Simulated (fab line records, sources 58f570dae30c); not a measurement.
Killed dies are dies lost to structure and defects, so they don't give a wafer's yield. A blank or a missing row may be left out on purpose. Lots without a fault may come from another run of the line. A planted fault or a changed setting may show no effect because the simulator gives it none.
Which tool did it? | flow berkeley_cmos170 | 14 lots, 42 wafers sampled, at 6 steps of a route of 331

WHAT THE GAUGES READ, wafer by wafer
UCB170_CONTACT_THK_MEAS_02.
lot  | measured     | on            | CONTACT_PSG_THK (nm)
L677 | day 7 12:49  | film_metro-02 | 690 693 688
L678 | day 8 07:41  | film_metro-04 | 696 691 695
L679 | day 8 15:16  | film_metro-01 | 705 708 702
L682 | day 8 17:05  | film_metro-01 | 701 697 701
L681 | day 8 17:06  | film_metro-04 | 695 690 690
L680 | day 8 17:07  | film_metro-02 | 708 705 706
L685 | day 9 19:11  | film_metro-01 | 697 699 696
L690 | day 11 02:04 | film_metro-01 | 692 699 697
L691 | day 11 02:04 | film_metro-04 | 696 693 703
L692 | day 11 02:05 | film_metro-02 | 699 699 695
L699 | day 12 03:13 | film_metro-01 | 701 697 700
L697 | day 12 05:00 | film_metro-02 | 702 699 698
L698 | day 12 05:01 | film_metro-04 | 687 689 694
L700 | day 13 01:28 | film_metro-01 | 687 687 683

UCB170_V1_OVL_MEAS_13.
lot  | measured     | on         | V1_OVL (nm)
L677 | day 8 00:45  | overlay-01 | -2 -3 -5
L678 | day 8 15:30  | overlay-02 | 3 -9 -9
L679 | day 8 23:22  | overlay-02 | 0 2 1
L682 | day 9 03:10  | overlay-01 | 2 0 3
L681 | day 9 04:02  | overlay-01 | -6 2 3
L680 | day 9 03:19  | overlay-02 | -10 -9 -7
L685 | day 10 08:44 | overlay-01 | -4 -8 -4
L690 | day 11 12:26 | overlay-01 | -10 -11 -9
L691 | day 11 12:17 | overlay-02 | -9 -1 -11
L692 | day 11 11:00 | overlay-01 | -12 -16 -13
L699 | day 12 12:10 | overlay-01 | -10 -9 -5
L697 | day 12 18:25 | overlay-01 | -18 -13 -11
L698 | day 12 17:42 | overlay-02 | -3 -2 -1
L700 | day 13 11:00 | overlay-01 | -7 -8 -4

UCB170_M2_RS_MEAS_02: measures by four-point-probe.
lot  | measured     | on            | M2_AL_RS (ohm/sq)
L677 | day 8 01:25  | film_metro-04 | 0.0321 0.0319 0.0326
L678 | day 8 16:05  | film_metro-03 | 0.0322 0.0322 0.0327
L679 | day 8 23:58  | film_metro-01 | 0.0326 0.0327 0.0329
L682 | day 9 03:44  | film_metro-04 | 0.0317 0.0323 0.0318
L681 | day 9 04:42  | film_metro-03 | 0.0326 0.0326 0.0324
L680 | day 9 03:53  | film_metro-01 | 0.0330 0.0328 0.0326
L685 | day 10 09:20 | film_metro-04 | 0.0314 0.0319 0.0315
L690 | day 11 13:02 | film_metro-04 | 0.0323 0.0332 0.0330
L691 | day 11 12:55 | film_metro-01 | 0.0349 0.0344 0.0343
L692 | day 11 11:36 | film_metro-01 | 0.0336 0.0333 0.0340
L699 | day 12 12:46 | film_metro-04 | 0.0323 0.0323 0.0324
L697 | day 12 19:08 | film_metro-01 | 0.0327 0.0322 0.0327
L698 | day 12 18:19 | film_metro-03 | 0.0330 0.0324 0.0328
L700 | day 13 11:40 | film_metro-01 | 0.0323 0.0324 0.0324

UCB170_M2_THK_MEAS_03: measures by xrf.
lot  | measured     | on            | M2_AL_THK (nm)
L677 | day 8 01:32  | film_metro-04 | 888 894 882
L678 | day 8 16:12  | film_metro-03 | 898 895 876
L679 | day 9 00:05  | film_metro-01 | 876 872 864
L682 | day 9 03:52  | film_metro-04 | 901 891 898
L681 | day 9 04:49  | film_metro-03 | 882 879 881
L680 | day 9 04:01  | film_metro-01 | 864 869 872
L685 | day 10 09:26 | film_metro-04 | 919 903 913
L690 | day 11 13:09 | film_metro-04 | 896 866 870
L691 | day 11 13:02 | film_metro-01 | 819 825 835
L692 | day 11 11:43 | film_metro-01 | 849 858 845
L699 | day 12 12:53 | film_metro-04 | 893 891 884
L697 | day 12 19:15 | film_metro-01 | 865 883 872
L698 | day 12 18:25 | film_metro-03 | 873 889 874
L700 | day 13 11:46 | film_metro-01 | 887 887 884

WHICH TOOL RAN EACH LOT (tool, then ch and the chambers of the sampled wafers, then the start)
lot  | UCB170_CONTACT_STRIP_06              | UCB170_M2_SPUTTER_01
L677 | plasma_asher-01 ch 0,1, day 7 13:22  | pvd_sputter-03, day 8 01:19
L678 | plasma_asher-03 ch 0,1, day 8 08:20  | pvd_sputter-03, day 8 16:00
L679 | plasma_asher-01 ch 0,1, day 8 15:46  | pvd_sputter-03, day 8 23:52
L682 | plasma_asher-01 ch 0,1, day 8 17:36  | pvd_sputter-01, day 9 03:40
L681 | plasma_asher-04 ch 0,1, day 8 17:37  | pvd_sputter-03, day 9 04:37
L680 | plasma_asher-03 ch 0,1, day 8 17:38  | pvd_sputter-02, day 9 03:49
L685 | plasma_asher-01 ch 0,1, day 9 19:41  | pvd_sputter-01, day 10 09:14
L690 | plasma_asher-04 ch 0,1, day 11 02:35 | pvd_sputter-03, day 11 12:56
L691 | plasma_asher-01 ch 0, day 11 03:01   | pvd_sputter-01, day 11 12:50
L692 | plasma_asher-03 ch 0,1, day 11 02:35 | pvd_sputter-01, day 11 11:29
L699 | plasma_asher-03 ch 0,1, day 12 03:44 | pvd_sputter-03, day 12 12:40
L697 | plasma_asher-01 ch 0,1, day 12 05:48 | pvd_sputter-03, day 12 19:03
L698 | plasma_asher-04 ch 0,1, day 12 05:46 | pvd_sputter-02, day 12 18:11
L700 | plasma_asher-03 ch 0,1, day 13 01:59 | pvd_sputter-03, day 13 11:33
- UCB170_CONTACT_STRIP_06: strips in O2.
- UCB170_M2_SPUTTER_01: material Al, target thk 900 nm, time 120 s.

WHAT THE TOOLS THEMSELVES READ (means of the sampled wafers that have a number; where no wafer has one, the mark that the record gives instead)
UCB170_CONTACT_STRIP_06.
lot  | tool            | drypump_motor_current_A (A) | oes_product_au (a.u.) | strip_time_to_endpoint_s (s)
L677 | plasma_asher-01 | 6.1                         | 0.732                 | 21.94
L678 | plasma_asher-03 | 5.4                         | 0.738                 | 22.02
L679 | plasma_asher-01 | 6.2                         | 0.730                 | 21.87
L682 | plasma_asher-01 | 6.1                         | 0.734                 | 21.96
L681 | plasma_asher-04 | 5.8                         | 0.730                 | 21.85
L680 | plasma_asher-03 | 5.6                         | 0.737                 | 22.11
L685 | plasma_asher-01 | 6.1                         | 0.733                 | 22.02
L690 | plasma_asher-04 | 5.3                         | 0.735                 | 22.05
L691 | plasma_asher-01 | 6.1                         | 0.742                 | 22.03
L692 | plasma_asher-03 | 5.6                         | 0.736                 | 21.97
L699 | plasma_asher-03 | 5.7                         | 0.735                 | 21.99
L697 | plasma_asher-01 | 6.1                         | 0.731                 | 22.00
L698 | plasma_asher-04 | 5.8                         | 0.731                 | 21.99
L700 | plasma_asher-03 | 5.5                         | 0.733                 | 21.96

UCB170_M2_SPUTTER_01.
lot  | tool           | throttle_valve_pct (%)
L677 | pvd_sputter-03 | 29.4
L678 | pvd_sputter-03 | 30.1
L679 | pvd_sputter-03 | 29.6
L682 | pvd_sputter-01 | 31.2
L681 | pvd_sputter-03 | 29.4
L680 | pvd_sputter-02 | 30.2
L685 | pvd_sputter-01 | 30.5
L690 | pvd_sputter-03 | 30.2
L691 | pvd_sputter-01 | 31.5
L692 | pvd_sputter-01 | 30.8
L699 | pvd_sputter-03 | 30.2
L697 | pvd_sputter-03 | 30.1
L698 | pvd_sputter-02 | 30.2
L700 | pvd_sputter-03 | 29.4

THE ANSWER, worked out from the rows above alone
Rule: what is usual is taken from the lots themselves. Put in order of their means at a reading, lots are off if they are a third of the lots or fewer, leave a main group of 4 or more, and stand apart from it by a gap of 3 or more times the standard deviation of the main group's means; of several such gaps the widest counts. A main group whose means are all the same, to the digits that the tables above print for the reading, isn't used. A lot without any number at a reading at which 4 lots or more have one is off too. The other lots that the step has rows for count as sound. The gauges are gone through in route order, then the tools' own readings, and for those a lot's mean is taken as printed above. The first step at which some lot is off is used, and at that step the reading that is off furthest; a lot without a number counts as furthest.
No lot is off at any reading shown: from this, nothing can be told.

WHAT THE SIMULATOR HAD PUT IN
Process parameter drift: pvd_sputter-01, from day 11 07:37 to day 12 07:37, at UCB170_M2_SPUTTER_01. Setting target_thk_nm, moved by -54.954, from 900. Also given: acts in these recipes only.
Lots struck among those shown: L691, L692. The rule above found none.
